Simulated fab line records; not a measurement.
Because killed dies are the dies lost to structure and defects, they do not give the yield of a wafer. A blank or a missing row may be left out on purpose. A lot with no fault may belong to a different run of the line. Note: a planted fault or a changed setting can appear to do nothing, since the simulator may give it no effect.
Split-lot trial || flow berkeleyCmos170 || route with 331 steps; 5 lots, 23 wafers read

ABOUT THE SPLIT
At UCB170_SDANNEAL_RTA_01 (time 5 s), the setting timeS was moved away from the recipe's 5 s on 8 of the 23 wafers read, by -6.6% to +11.4%. For the rest of the wafers, this setting stayed at what the recipe calls for.

Between the split and the reading, the file records no step.

THE READING
PSD_RS in ohm/sq, measured at UCB170_SDANNEAL_RS_MEAS_02 by four-point-probe. Fault-free wafers of this fab line usually give 75.52 ohm/sq, standard deviation 0.27 ohm/sq.

{"wafer": "L074.1", "tool, chamber at the split": "rtpAnneal-02, 0", "timeS as run, s": 5, "against the recipe": "recipe", "PSD_RS, ohm/sq": 76.01, "against lot-mates on the recipe": "-"}
{"wafer": "L074.3", "tool, chamber at the split": "rtpAnneal-02, 0", "timeS as run, s": 5, "against the recipe": "recipe", "PSD_RS, ohm/sq": 75.99, "against lot-mates on the recipe": "-"}
{"wafer": "L074.4", "tool, chamber at the split": "rtpAnneal-02, 0", "timeS as run, s": 4.672, "against the recipe": "-6.6%", "PSD_RS, ohm/sq": 77.04, "against lot-mates on the recipe": "+1.04"}
{"wafer": "L074.5", "tool, chamber at the split": "rtpAnneal-02, 0", "timeS as run, s": 4.672, "against the recipe": "-6.6%", "PSD_RS, ohm/sq": 76.89, "against lot-mates on the recipe": "+0.89"}
{"wafer": "L074.6", "tool, chamber at the split": "rtpAnneal-02, 0", "timeS as run, s": 4.672, "against the recipe": "-6.6%", "PSD_RS, ohm/sq": 77.21, "against lot-mates on the recipe": "+1.21"}
{"wafer": "L080.1", "tool, chamber at the split": "rtpAnneal-01, 0", "timeS as run, s": 5.572, "against the recipe": "+11.4%", "PSD_RS, ohm/sq": 73.93, "against lot-mates on the recipe": -1.59}
{"wafer": "L080.2", "tool, chamber at the split": "rtpAnneal-01, 0", "timeS as run, s": 5.572, "against the recipe": "+11.4%", "PSD_RS, ohm/sq": 74.03, "against lot-mates on the recipe": -1.50}
{"wafer": "L080.3", "tool, chamber at the split": "rtpAnneal-01, 0", "timeS as run, s": 5.572, "against the recipe": "+11.4%", "PSD_RS, ohm/sq": 73.82, "against lot-mates on the recipe": -1.71}
{"wafer": "L080.4", "tool, chamber at the split": "rtpAnneal-01, 0", "timeS as run, s": 5, "against the recipe": "recipe", "PSD_RS, ohm/sq": 75.55, "against lot-mates on the recipe": "-"}
{"wafer": "L080.5", "tool, chamber at the split": "rtpAnneal-01, 0", "timeS as run, s": 5, "against the recipe": "recipe", "PSD_RS, ohm/sq": 75.50, "against lot-mates on the recipe": "-"}
{"wafer": "L082.2", "tool, chamber at the split": "rtpAnneal-02, 0", "timeS as run, s": 5, "against the recipe": "recipe", "PSD_RS, ohm/sq": 75.41, "against lot-mates on the recipe": "-"}
{"wafer": "L082.4", "tool, chamber at the split": "rtpAnneal-02, 0", "timeS as run, s": 5, "against the recipe": "recipe", "PSD_RS, ohm/sq": 75.49, "against lot-mates on the recipe": "-"}
{"wafer": "L082.6", "tool, chamber at the split": "rtpAnneal-02, 0", "timeS as run, s": 5, "against the recipe": "recipe", "PSD_RS, ohm/sq": 75.94, "against lot-mates on the recipe": "-"}
{"wafer": "L081.1", "tool, chamber at the split": "rtpAnneal-02, 0", "timeS as run, s": 5, "against the recipe": "recipe", "PSD_RS, ohm/sq": 75.69, "against lot-mates on the recipe": "-"}
{"wafer": "L081.2", "tool, chamber at the split": "rtpAnneal-02, 0", "timeS as run, s": 5, "against the recipe": "recipe", "PSD_RS, ohm/sq": 75.81, "against lot-mates on the recipe": "-"}
{"wafer": "L081.4", "tool, chamber at the split": "rtpAnneal-02, 0", "timeS as run, s": 5, "against the recipe": "recipe", "PSD_RS, ohm/sq": 75.92, "against lot-mates on the recipe": "-"}
{"wafer": "L081.5", "tool, chamber at the split": "rtpAnneal-02, 0", "timeS as run, s": 5, "against the recipe": "recipe", "PSD_RS, ohm/sq": 75.33, "against lot-mates on the recipe": "-"}
{"wafer": "L081.6", "tool, chamber at the split": "rtpAnneal-02, 0", "timeS as run, s": 5, "against the recipe": "recipe", "PSD_RS, ohm/sq": 75.45, "against lot-mates on the recipe": "-"}
{"wafer": "L083.1", "tool, chamber at the split": "rtpAnneal-01, 0", "timeS as run, s": 5.502, "against the recipe": "+10.0%", "PSD_RS, ohm/sq": 73.55, "against lot-mates on the recipe": -1.70}
{"wafer": "L083.3", "tool, chamber at the split": "rtpAnneal-01, 0", "timeS as run, s": 5, "against the recipe": "recipe", "PSD_RS, ohm/sq": 75.46, "against lot-mates on the recipe": "-"}
{"wafer": "L083.4", "tool, chamber at the split": "rtpAnneal-01, 0", "timeS as run, s": 5, "against the recipe": "recipe", "PSD_RS, ohm/sq": 75.16, "against lot-mates on the recipe": "-"}
{"wafer": "L083.5", "tool, chamber at the split": "rtpAnneal-01, 0", "timeS as run, s": 5, "against the recipe": "recipe", "PSD_RS, ohm/sq": 75.12, "against lot-mates on the recipe": "-"}
{"wafer": "L083.6", "tool, chamber at the split": "rtpAnneal-01, 0", "timeS as run, s": 5.502, "against the recipe": "+10.0%", "PSD_RS, ohm/sq": 73.55, "against lot-mates on the recipe": -1.70}

THE FIT
A straight line over all 23 wafers: PSD_RS changes by -0.178 ohm/sq for each +1% of timeS; r = -0.96; the points scatter about the line by 0.31 ohm/sq.
The same after taking each lot's own level away (the mean of its wafers on the recipe; 23 wafers): -0.152 ohm/sq for each +1%; r = -0.98; scatter 0.18 ohm/sq.
That fit puts the effect of the largest move of timeS on the reading at 1.7 ohm/sq.
The span of the lots' own levels, 75.247 to 76.000 ohm/sq, comes to 2.8 times the standard deviation stated above.
Thus the slope moves with the lot-to-lot level: the two fits are different.
Check: with one of the wafers moved furthest among these (+11.4%) left out of the fit, the line predicts -1.76 ohm/sq for it against its lot-mates. It came out at -1.59 ohm/sq against them.

THE WHOLE CHAIN: every reading that the file lists as answering this split, in the file's order
{"step": "UCB170_SDANNEAL_RS_MEAS_02", "what it does": "measures by four-point-probe", "reading": "PSD_RS", "change (the file's fit)": "-0.154 for each +1% of the setting", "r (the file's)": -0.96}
{"step": "UCB170_SDANNEAL_RS_MEAS_03", "what it does": "measures by four-point-probe", "reading": "NSD_RS", "change (the file's fit)": "-0.0355 for each +1% of the setting, in a fit together with energyKev@NSD_IMPLANT_08", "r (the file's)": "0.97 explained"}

FILE'S OWN FIT
PSD_RS changes by -0.154 ohm/sq for each +1% of timeS, r = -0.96.
